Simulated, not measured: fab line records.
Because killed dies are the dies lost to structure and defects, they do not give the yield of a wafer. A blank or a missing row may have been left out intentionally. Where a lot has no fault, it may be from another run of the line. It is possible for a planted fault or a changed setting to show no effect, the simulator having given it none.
Split-lot experiment / flow berkeley-cmos170 / 5 lots, 23 wafers read, on a route of 331 steps

## SPLIT DETAILS
At UCB170_PVT_IMPLANT_07, the setting dose-cm2 was moved away from the recipe's 2e+12 on 10 of the 23 wafers read, by -2.9% to +6.5%. This setting was run at the recipe's value on the other wafers.

## FROM SPLIT TO READING: 1 step shown by the file between the two
- UCB170_PVT_STRIP_08: strips in O2

## THE READING
PVT_TW, at UCB170_PVT_TW_MEAS_09. Typical for fault-free wafers on this fab line: 509, with standard deviation 3.7.

wafer=L075.1; tool, chamber at the split=implanter-04, 0; dose-cm2 as run=2.062e+12; against the recipe=+3.1%; PVT_TW=515; against lot-mates on the recipe=+6
wafer=L075.2; tool, chamber at the split=implanter-04, 0; dose-cm2 as run=2e+12; against the recipe=recipe; PVT_TW=511; against lot-mates on the recipe=-
wafer=L075.3; tool, chamber at the split=implanter-04, 0; dose-cm2 as run=2e+12; against the recipe=recipe; PVT_TW=506; against lot-mates on the recipe=-
wafer=L075.5; tool, chamber at the split=implanter-04, 0; dose-cm2 as run=2.062e+12; against the recipe=+3.1%; PVT_TW=512; against lot-mates on the recipe=+3
wafer=L075.6; tool, chamber at the split=implanter-04, 0; dose-cm2 as run=2e+12; against the recipe=recipe; PVT_TW=511; against lot-mates on the recipe=-
wafer=L079.1; tool, chamber at the split=implanter-03, 0; dose-cm2 as run=1.941e+12; against the recipe=-2.9%; PVT_TW=506; against lot-mates on the recipe=-2
wafer=L079.2; tool, chamber at the split=implanter-03, 0; dose-cm2 as run=2e+12; against the recipe=recipe; PVT_TW=508; against lot-mates on the recipe=-
wafer=L079.3; tool, chamber at the split=implanter-03, 0; dose-cm2 as run=1.941e+12; against the recipe=-2.9%; PVT_TW=505; against lot-mates on the recipe=-2
wafer=L079.5; tool, chamber at the split=implanter-03, 0; dose-cm2 as run=2e+12; against the recipe=recipe; PVT_TW=507; against lot-mates on the recipe=-
wafer=L079.6; tool, chamber at the split=implanter-03, 0; dose-cm2 as run=1.941e+12; against the recipe=-2.9%; PVT_TW=503; against lot-mates on the recipe=-4
wafer=L080.1; tool, chamber at the split=implanter-02, 0; dose-cm2 as run=2.066e+12; against the recipe=+3.3%; PVT_TW=512; against lot-mates on the recipe=+2
wafer=L080.3; tool, chamber at the split=implanter-02, 0; dose-cm2 as run=2e+12; against the recipe=recipe; PVT_TW=508; against lot-mates on the recipe=-
wafer=L080.4; tool, chamber at the split=implanter-02, 0; dose-cm2 as run=2e+12; against the recipe=recipe; PVT_TW=510; against lot-mates on the recipe=-
wafer=L080.5; tool, chamber at the split=implanter-02, 0; dose-cm2 as run=2.066e+12; against the recipe=+3.3%; PVT_TW=515; against lot-mates on the recipe=+5
wafer=L080.6; tool, chamber at the split=implanter-02, 0; dose-cm2 as run=2e+12; against the recipe=recipe; PVT_TW=511; against lot-mates on the recipe=-
wafer=L082.2; tool, chamber at the split=implanter-03, 0; dose-cm2 as run=2e+12; against the recipe=recipe; PVT_TW=504; against lot-mates on the recipe=-
wafer=L082.3; tool, chamber at the split=implanter-03, 0; dose-cm2 as run=2e+12; against the recipe=recipe; PVT_TW=503; against lot-mates on the recipe=-
wafer=L082.6; tool, chamber at the split=implanter-03, 0; dose-cm2 as run=2e+12; against the recipe=recipe; PVT_TW=501; against lot-mates on the recipe=-
wafer=L085.1; tool, chamber at the split=implanter-02, 0; dose-cm2 as run=2.131e+12; against the recipe=+6.5%; PVT_TW=523; against lot-mates on the recipe=+11
wafer=L085.2; tool, chamber at the split=implanter-02, 0; dose-cm2 as run=2.131e+12; against the recipe=+6.5%; PVT_TW=524; against lot-mates on the recipe=+12
wafer=L085.3; tool, chamber at the split=implanter-02, 0; dose-cm2 as run=2.131e+12; against the recipe=+6.5%; PVT_TW=521; against lot-mates on the recipe=+9
wafer=L085.4; tool, chamber at the split=implanter-02, 0; dose-cm2 as run=2e+12; against the recipe=recipe; PVT_TW=512; against lot-mates on the recipe=-
wafer=L085.5; tool, chamber at the split=implanter-02, 0; dose-cm2 as run=2e+12; against the recipe=recipe; PVT_TW=512; against lot-mates on the recipe=-

FIT RESULTS
A straight line over all 23 wafers: PVT_TW changes by +1.93 for each +1% of dose-cm2; r = +0.87; the points scatter about the line by 3.1.
The same after taking each lot's own level away (the mean of its wafers on the recipe; 23 wafers): +1.43 for each +1%; r = +0.93; scatter 1.6.
The reading moves by 9.4 for the largest change in dose-cm2, on that fit.
Across the lots, their own levels run from 502.7 to 512.0, a range of 2.5 times the standard deviation given above.
Thus the slope moves with the lot-to-lot level: the two fits are different.
Check: +9.22 against its lot-mates is what the line predicts for one of the wafers moved furthest among these (+6.5%) when that wafer is left out of the fit. Against them it came out at +11.

## ADDITIONAL SPLITS CARRIED BY THESE WAFERS
Note: prior to the reading, these wafers also went through further splits. Each is held against what the fit with the lots' levels taken away leaves over:
other split on the same wafers=UCB170_START_OXIDATION_02 temp-c; wafers away from the commonest value=15; r with PVT_TW (lot level and that fit taken away)=+0.06
other split on the same wafers=UCB170_ZERO_ETCH_06 over-etch-frac; wafers away from the commonest value=5; r with PVT_TW (lot level and that fit taken away)=+0.37
other split on the same wafers=UCB170_NWELL_IMPLANT_14 energy-kev; wafers away from the commonest value=12; r with PVT_TW (lot level and that fit taken away)=-0.44
other split on the same wafers=UCB170_ACTIVE_OXIDATION_02 temp-c; wafers away from the commonest value=18; r with PVT_TW (lot level and that fit taken away)=-0.02
other split on the same wafers=UCB170_FIELD_OXIDATION_01 temp-c; wafers away from the commonest value=10; r with PVT_TW (lot level and that fit taken away)=-0.25
other split on the same wafers=UCB170_SACOX_OXIDATION_01 ox-time-s; wafers away from the commonest value=18; r with PVT_TW (lot level and that fit taken away)=+0.21

## FILE'S OWN FIT
PVT_TW changes by +1.42 for each +1% of dose-cm2, r = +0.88.
